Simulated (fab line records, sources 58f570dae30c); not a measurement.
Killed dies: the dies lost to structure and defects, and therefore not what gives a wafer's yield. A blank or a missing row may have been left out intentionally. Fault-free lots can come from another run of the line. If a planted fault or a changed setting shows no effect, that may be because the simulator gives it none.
The tool behind it: which one? :: flow berkeley_cmos170 :: 21 wafers from 7 lots sampled at 2 of the route's 331 steps

== WHAT EACH GAUGE READ, for each wafer ==
UCB170_PWELL_THK_MEAS_06.
lot: L465
measured: day 3 03:57
on: film_metro-02
PWELL_NITRIDE_THK (nm): 220.0 220.3 219.4

lot: L467
measured: day 3 14:22
on: film_metro-04
PWELL_NITRIDE_THK (nm): 224.4 224.9 223.3

lot: L470
measured: day 3 21:25
on: film_metro-04
PWELL_NITRIDE_THK (nm): 376.6 376.2 375.6

lot: L480
measured: day 6 14:26
on: film_metro-04
PWELL_NITRIDE_THK (nm): 217.0 218.4 217.7

lot: L482
measured: day 6 22:00
on: film_metro-02
PWELL_NITRIDE_THK (nm): 221.1 220.7 221.7

lot: L485
measured: day 7 20:07
on: film_metro-01
PWELL_NITRIDE_THK (nm): 216.0 217.1 216.8

lot: L487
measured: day 7 20:11
on: film_metro-04
PWELL_NITRIDE_THK (nm): 221.2 220.2 220.5

== WHICH TOOL RAN EACH LOT (tool, then ch and the chambers of the sampled wafers, then the start) ==
lot: L465
UCB170_PWELL_CVD_05: lpcvd-02 ch 0, day 3 02:01

lot: L467
UCB170_PWELL_CVD_05: lpcvd-01 ch 0, day 3 11:28

lot: L470
UCB170_PWELL_CVD_05: lpcvd-01 ch 0, day 3 19:29

lot: L480
UCB170_PWELL_CVD_05: lpcvd-02 ch 1, day 6 12:31

lot: L482
UCB170_PWELL_CVD_05: lpcvd-01 ch 1, day 6 20:04

lot: L485
UCB170_PWELL_CVD_05: lpcvd-01 ch 1, day 7 18:13

lot: L487
UCB170_PWELL_CVD_05: lpcvd-01 ch 0, day 7 18:13
- UCB170_PWELL_CVD_05: deposits Si3N4 from SiH2Cl2/NH3, target thk 220 nm, time 3300 s.

== THE ANSWER, worked out from the rows above alone ==
Rule: the lots themselves supply what counts as usual. The widest of any qualifying gaps counts: lots, ordered by their means at a reading, are off when they make up no more than a third of the lots, leave a main group of 4 or more, and stand apart from it by 3 or more times the standard deviation of that group's means. A main group whose means are all the same, to the digits that the tables above print for the reading, isn't used. A lot without any number at a reading at which 4 lots or more have one is off too. Any other lot the step has rows for is counted as sound.
Off: L470, at UCB170_PWELL_THK_MEAS_06 (PWELL_NITRIDE_THK). The main group: mean 220.0 nm, standard deviation 2.5.
A tool fits if, at a process step before that reading, it ran every lot that is off, and no sound lot after the first of them. The gauges at UCB170_PWELL_THK_MEAS_06 are tried like those tools. No candidate that was tried fits.

== WHAT HAD BEEN PUT IN BY THE SIMULATOR ==
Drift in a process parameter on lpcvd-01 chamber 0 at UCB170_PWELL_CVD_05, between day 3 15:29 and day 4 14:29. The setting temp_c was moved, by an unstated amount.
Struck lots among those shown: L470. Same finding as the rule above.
